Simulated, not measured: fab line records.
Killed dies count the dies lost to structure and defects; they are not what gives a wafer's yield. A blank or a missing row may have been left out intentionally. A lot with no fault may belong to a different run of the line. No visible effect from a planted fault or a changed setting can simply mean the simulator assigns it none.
A lot that was struck, set against a sound lot    flow berkeley cmos170    24 out of 331 route steps
Sound: wafers L673.1, L673.2, L673.6. Wafers struck: L680.2, L680.3, L680.5. At the end, the cause is stated.
Per side, at each step with rows, come the tool, then ch with its chambers, and then its first start. Under that, the readings that differ: sound wafers    struck wafers    difference of the means    sigmas: that difference in standard deviations of wafers without a fault.
alike: same words and numbers on both sides, and readings whose means sit less than 2 such deviations apart. not compared: any withheld reading, any reading some wafer has no value for, any bound like >300 that may hide the same value, and any number with overlapping values for which the record gives no deviation.
A row with sigmas, a row that says differs or no value, or rows on one side alone: a step with any of these is where the two part. When numbers do not overlap yet have no deviation, they are printed without sigmas and do not part them. Lack of a reading on every wafer of one side parts them only where that side has two or more wafers.

UCB170_NWELL_ETCH_13: etches Si3N4 in CH3F/Ar/O2, stops on SiO2, target depth 246.4 nm, time 154 s.
  sound on rie diel-04 ch 2,3, day 2 14:26; struck on rie diel-02 ch 0,1, day 4 07:28
  alike: drypump motor current A, oes product au, throttle valve pct
  not compared: rf hours counter h
following that, these wafers have no rows for 1 step: UCB170_NWELL_IMPLANT_14.
UCB170_NWELL_STRIP_15: strips in O2.
  sound on plasma asher-04 ch 0,1, day 2 14:41; struck on plasma asher-01 ch 0,1, day 4 07:43
  alike: drypump motor current A, oes product au, strip time to endpoint s
  not compared: rf hours counter h
UCB170_NWELL_TW_MEAS_16:
  sound on film metro-01, day 2 14:47; struck on film metro-01, day 4 07:50
  alike: NWELL_TW
then, 6 steps without rows for these wafers: UCB170_NWELL_CLEAN_17 (cleans in SPM, time 600 s); UCB170_NWELL_WET_ETCH_18 (etches Si3N4 in H3PO4, time 14400 s); UCB170_NWELL_WET_ETCH_19 (etches SiO2 in BOE, time 22 s); UCB170_PWELL_CLEAN_00 (cleans in SPM, time 600 s); UCB170_PWELL_CLEAN_01 (cleans in dHF, time 60 s); UCB170_PWELL_OXIDATION_02 (target thk 26.4 nm, ox time 1260 s).
UCB170_PWELL_THK_MEAS_03:
  sound on film metro-01, day 2 23:16; struck on film metro-04, day 4 20:01
  alike: PWELL_OXIDE_THK
then, 1 step without rows for these wafers: UCB170_PWELL_ANNEAL_04 (time 900 s).
UCB170_PWELL_CVD_05: deposits Si3N4 from SiH2Cl2/NH3, target thk 220 nm, time 3300 s.
  sound on lpcvd-01 ch 1, day 3 04:32; struck on lpcvd-01 ch 0, day 5 00:40
  alike: nh3 flow sccm, sih2cl2 flow sccm
UCB170_PWELL_THK_MEAS_06:
  sound on film metro-01, day 3 06:27; struck on film metro-01, day 5 02:35
reading                 sound              struck             difference  sigmas
PWELL_NITRIDE_THK (nm)  217.7 217.8 217.2  437.2 436.9 439.9  +220.4      +99 or more
then, 6 steps without rows for these wafers: UCB170_PWELL_HMDS_07 (prime time 60 s); UCB170_PWELL_COAT_08 (resist thk 900 nm); UCB170_PWELL_SOFTBAKE_09 (time 60 s); UCB170_PWELL_EXPOSE_10 (exposes mask PWELL, target cd 3000 nm); UCB170_PWELL_PEB_11; UCB170_PWELL_DEVELOP_12 (develop time 45 s).
UCB170_PWELL_OVL_MEAS_13:
  sound on overlay-01, day 3 07:21; struck on overlay-02, day 5 03:29
  alike: PWELL_OVL
UCB170_PWELL_ETCH_14: etches Si3N4 in CH3F/Ar/O2, stops on SiO2, target depth 242 nm, time 151 s.
  sound on rie diel-03 ch 1,2,3, day 3 07:23; struck on rie diel-03 ch 1,3, day 5 03:31
reading                   sound              struck             difference  sigmas
oes product au (a.u.)     0.959 0.910 0.944  1.017 1.023 1.016  +0.081      +4
model.etch.depth nm (nm)  217.7 217.8 217.1  242.8 243.5 243.1  +25.6       
  alike: drypump motor current A, throttle valve pct
  not compared: rf hours counter h
following that, these wafers have no rows for 1 step: UCB170_PWELL_IMPLANT_15.
-- the record jumps here: 5 days lie between the struck wafers' starts before and after (it left off in module PWELL and takes up again in module M3, whose first step shown is number 331 of the route) --
UCB170_M3_PROBE_99:
  record: rows for the struck wafers here (prober-01, day 10 08:15), none for the sound ones

## WHERE THEY PART
First at UCB170_PWELL_THK_MEAS_06; last, within this record, at UCB170_M3_PROBE_99.

WHY: whatever the simulator had introduced
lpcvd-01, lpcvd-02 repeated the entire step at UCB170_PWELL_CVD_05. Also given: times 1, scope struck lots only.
